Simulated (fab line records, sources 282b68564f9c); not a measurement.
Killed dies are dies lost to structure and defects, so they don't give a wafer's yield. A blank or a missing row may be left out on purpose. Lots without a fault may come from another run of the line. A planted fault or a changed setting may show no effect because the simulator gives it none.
Which tool did it? | flow rit_cmos | 14 lots, 42 wafers sampled, at 4 steps of a route of 202

WHAT THE GAUGES READ, wafer by wafer
RIT_FOX2_THK_MEAS_01. Usual: FOX2_OXIDE_THK 352 nm, standard deviation 5.5.
lot  | measured    | on            | FOX2_OXIDE_THK (nm) | flag
L336 | day 1 19:58 | film_metro-02 | 347 351 342         |
L337 | day 2 00:04 | film_metro-04 | 347 352 354         |
L338 | day 2 05:19 | film_metro-04 | 355 356 359         |
L339 | day 2 10:41 | film_metro-04 | 342 347 338         |
L340 | day 2 15:34 | film_metro-02 | 351 355 355         |
L341 | day 2 22:30 | film_metro-04 | 360 349 359         |
L343 | day 3 08:40 | film_metro-02 | 345 352 349         |
L344 | day 3 13:29 | film_metro-03 | 359 358 355         |
L345 | day 3 17:38 | film_metro-03 | 300 304 301         | OFF
L346 | day 3 23:01 | film_metro-02 | 350 346 348         |
L348 | day 4 08:03 | film_metro-03 | 356 357 360         |
L349 | day 4 12:23 | film_metro-02 | 310 309 307         | OFF
L352 | day 5 04:19 | film_metro-02 | 360 357 355         |
L359 | day 6 13:57 | film_metro-02 | 360 358 353         |

RIT_FOX2_THK_MEAS_90. Usual: FIELD_OXIDE_LEFT_1_THK 324 nm, standard deviation 5.5.
lot  | measured    | on            | FIELD_OXIDE_LEFT_1_THK (nm) | flag
L336 | day 1 20:50 | film_metro-03 | 320 324 315                 |
L337 | day 2 00:56 | film_metro-04 | 320 325 326                 |
L338 | day 2 06:12 | film_metro-03 | 327 329 332                 |
L339 | day 2 12:19 | film_metro-03 | 315 320 311                 |
L340 | day 2 16:27 | film_metro-04 | 324 327 327                 |
L341 | day 2 23:31 | film_metro-04 | 333 321 331                 |
L343 | day 3 09:33 | film_metro-02 | 318 324 321                 |
L344 | day 3 14:22 | film_metro-03 | 330 330 328                 |
L345 | day 3 18:31 | film_metro-02 | 273 277 274                 | OFF
L346 | day 4 00:01 | film_metro-03 | 323 319 321                 |
L348 | day 4 08:56 | film_metro-02 | 329 330 333                 |
L349 | day 4 13:20 | film_metro-02 | 283 281 279                 | OFF
L352 | day 5 05:11 | film_metro-04 | 333 329 327                 |
L359 | day 6 14:53 | film_metro-04 | 332 330 325                 |

RIT_FOX2_THK_MEAS_91. Usual: FIELD_OXIDE_LEFT_2_THK 256 nm, standard deviation 5.6.
lot  | measured    | on            | FIELD_OXIDE_LEFT_2_THK (nm) | flag
L336 | day 2 08:56 | film_metro-04 | 252 256 247                 |
L337 | day 2 14:18 | film_metro-04 | 251 257 258                 |
L338 | day 2 19:38 | film_metro-03 | 260 261 263                 |
L339 | day 3 01:05 | film_metro-02 | 246 251 242                 |
L340 | day 3 05:42 | film_metro-03 | 255 259 259                 |
L341 | day 3 12:41 | film_metro-04 | 265 253 262                 |
L343 | day 3 23:18 | film_metro-03 | 249 256 253                 |
L344 | day 4 03:43 | film_metro-04 | 263 262 260                 |
L345 | day 4 07:20 | film_metro-03 | 203 208 205                 | OFF
L346 | day 4 12:36 | film_metro-04 | 255 250 252                 |
L348 | day 4 21:30 | film_metro-03 | 261 262 265                 |
L349 | day 5 02:51 | film_metro-04 | 214 213 211                 | OFF
L352 | day 5 18:19 | film_metro-03 | 264 261 259                 |
L359 | day 7 04:34 | film_metro-02 | 265 262 258                 |

WHICH TOOL RAN EACH LOT (tool, then ch and the chambers of the sampled wafers, then the start)
lot  | RIT_FOX2_OXIDATION_00
L336 | furnace-04 ch 0, day 1 18:38
L337 | furnace-03 ch 0, day 1 22:45
L338 | furnace-04 ch 0, day 2 04:00
L339 | furnace-04 ch 0, day 2 09:22
L340 | furnace-01 ch 0, day 2 14:15
L341 | furnace-04 ch 0, day 2 21:11
L343 | furnace-04 ch 0, day 3 07:22
L344 | furnace-04 ch 0, day 3 12:10
L345 | furnace-04 ch 0, day 3 16:18
L346 | furnace-03 ch 0, day 3 21:41
L348 | furnace-01 ch 0, day 4 06:44
L349 | furnace-04 ch 0, day 4 11:05
L352 | furnace-01 ch 0, day 5 02:58
L359 | furnace-01 ch 0, day 6 12:38
- RIT_FOX2_OXIDATION_00: target thk 350.7 nm, ox time 1130 s.

WHAT THE TOOLS THEMSELVES READ (means of the sampled wafers that have a number; where no wafer has one, the mark that the record gives instead)
RIT_FOX2_OXIDATION_00. Usual: spike_tc_centre_C 1101.8 C, standard deviation 0.99; spike_tc_load_C 1126.8 C, standard deviation 1.5; spike_tc_source_C 1128 C, standard deviation 4.6; tube_center_temp_C 1100 C, standard deviation 0.094; tube_center_temp_C_max 1102.8, standard deviation 0.48; zone_power_load_pct 42 %, standard deviation 4.7.
lot  | tool       | spike_tc_centre_C (C) | spike_tc_load_C (C) | spike_tc_source_C (C) | tube_center_temp_C (C) | tube_center_temp_C_max | zone_power_load_pct (%) | flag
L336 | furnace-04 | 1101.6                | 1127.9              | 1132                  | 1100                   | 1102.7                 | 41                      |
L337 | furnace-03 | 1102.0                | 1126.5              | 1122                  | 1100                   | 1102.8                 | 36                      |
L338 | furnace-04 | 1101.8                | 1129.6              | 1131                  | 1100                   | 1102.9                 | 41                      |
L339 | furnace-04 | 1101.4                | 1127.8              | 1132                  | 1100                   | 1102.5                 | 41                      |
L340 | furnace-01 | 1101.7                | 1124.9              | 1126                  | 1100                   | 1103.0                 | 50                      |
L341 | furnace-04 | 1101.2                | 1127.7              | 1132                  | 1100                   | 1102.7                 | 42                      |
L343 | furnace-04 | 1102.1                | 1127.5              | 1131                  | 1100                   | 1102.7                 | 41                      |
L344 | furnace-04 | 1101.5                | 1127.9              | 1131                  | 1100                   | 1102.7                 | 42                      |
L345 | furnace-04 | 1075.5                | 1101.7              | 1106                  | 1075                   | 1077.7                 | 39                      | OFF
L346 | furnace-03 | 1101.7                | 1126.1              | 1122                  | 1100                   | 1102.7                 | 36                      |
L348 | furnace-01 | 1102.0                | 1125.2              | 1125                  | 1100                   | 1103.1                 | 51                      |
L349 | furnace-04 | 1076.0                | 1102.6              | 1106                  | 1075                   | 1077.9                 | 40                      | OFF
L352 | furnace-01 | 1102.4                | 1124.4              | 1124                  | 1100                   | 1102.5                 | 51                      |
L359 | furnace-01 | 1102.5                | 1124.3              | 1125                  | 1100                   | 1103.7                 | 51                      |

THE ANSWER, worked out from the rows above alone
Rule: a lot is off if the mean of its wafers that have a number lies more than 3 standard deviations from the usual mean. A lot without any number at a reading at which 4 lots or more have one is off too. The other lots that the step has rows for count as sound. The gauges are gone through in route order, then the tools' own readings, and for those a lot's mean is taken as printed above. The first step at which some lot is off is used, and at that step the reading that is off furthest; a lot without a number counts as furthest.
Off: L345, L349, at RIT_FOX2_THK_MEAS_01 (FOX2_OXIDE_THK).
A tool fits if, at a process step before that reading, it ran every lot that is off, and no sound lot after the first of them. The gauges at RIT_FOX2_THK_MEAS_01 aren't tried: what is off there is off at RIT_FOX2_OXIDATION_00 too, on other tools, and a gauge's error can't cause that. One fits: furnace-04 at RIT_FOX2_OXIDATION_00. Its last sound lot is L344 (day 3 12:10), its first lot that is off L345 (day 3 16:18): a fault that began between those two fits.
The tool's own readings at RIT_FOX2_OXIDATION_00 bear it out: on the lots that are off they differ by more than 5 times the standard deviation of the sound lots' means. spike_tc_centre_C reads 1075.8 C there against 1101.8 C on the sound lots; spike_tc_load_C reads 1102.2 C there against 1126.7 C on the sound lots; spike_tc_source_C reads 1106 C there against 1128 C on the sound lots; tube_center_temp_C reads 1075 C there against 1100 C on the sound lots; tube_center_temp_C_max reads 1077.8 there against 1102.8 on the sound lots.

WHAT THE SIMULATOR HAD PUT IN
Process parameter drift: furnace-04, from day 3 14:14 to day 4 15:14, at RIT_FOX2_OXIDATION_00. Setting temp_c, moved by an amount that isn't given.
Lots struck among those shown: L345, L349. The rule above found the same.
